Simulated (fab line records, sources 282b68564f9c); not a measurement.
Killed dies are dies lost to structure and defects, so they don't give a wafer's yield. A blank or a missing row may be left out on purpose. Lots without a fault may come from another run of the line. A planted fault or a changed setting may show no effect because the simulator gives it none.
One fault seen from 2 desks | flow rit_cmos | each desk has only its own numbers; what lay behind them comes last

THE TOOL OWNER'S DESK: litho_track-01
The tool's own readings at RIT_M1_COAT_04 (resist thk 1300 nm): means of the sampled wafers that have a number, for each lot that ran on this tool. A lot is out of limits, marked OUT, if its mean lies more than 4 standard deviations from the usual mean; the brackets give that distance.
Columns: A = spin_speed_rpm at RIT_M1_COAT_04, usual 2000.1 rpm
lot  | first seen here | A
L706 | day 4 00:59     | 2000.7
L710 | day 4 22:40     | 2000.2
L717 | day 6 13:18     | 2000.4
L723 | day 7 21:49     | 2000.3
This desk's finding: nothing out of limits on any of the 4 lots.

THE METROLOGY DESK
What the gauges read, lot by lot, whatever tool the lot ran on: means of the sampled wafers that have a number. A lot is out of limits, marked OUT, if its mean lies more than 4 standard deviations from the usual mean; the brackets give that distance.
Columns: A = NWELL_OVL at RIT_NWELL_OVL_MEAS_06, usual -0.5 nm; B = REOX_OXIDE_THK at RIT_REOX_THK_MEAS_04, usual 24.9 nm; C = cd_nm at RIT_M1_CD_MEAS_09, usual 2599.8 nm
lot  | first seen here | A    | B    | C
L702 | day 1 20:21     | -0.6 | 25.3 | 2600.1
L704 | day 2 07:03     | -0.2 | 24.5 | 2598.6
L705 | day 2 11:34     | -2.2 | 24.4 | 2605.1
L706 | day 2 16:37     | 0.7  | 25.3 | 2598.1
L707 | day 2 21:23     | 0.6  | 23.9 | 2602.8
L709 | day 3 07:58     | -1.0 | 24.4 | 2600.6
L710 | day 3 12:27     | -0.9 | 24.7 | 2603.4
L711 | day 3 18:31     | 0.4  | 24.9 | 2597.3
L713 | day 4 04:59     | -1.0 | 25.0 | 2597.9
L717 | day 5 00:50     | -2.9 | 25.9 | 2599.2
L719 | day 5 14:07     | -0.7 | 25.3 | 2600.3
L723 | day 6 07:18     | -0.2 | 24.0 | 2593.7
L724 | day 6 14:08     | -1.4 | 25.2 | 2598.3
This desk's finding: nothing out of limits on any of the 13 lots.

PUT TOGETHER
The tool owner's desk saw nothing out of limits.
The metrology desk saw nothing out of limits.

WHAT THE SIMULATOR HAD PUT IN
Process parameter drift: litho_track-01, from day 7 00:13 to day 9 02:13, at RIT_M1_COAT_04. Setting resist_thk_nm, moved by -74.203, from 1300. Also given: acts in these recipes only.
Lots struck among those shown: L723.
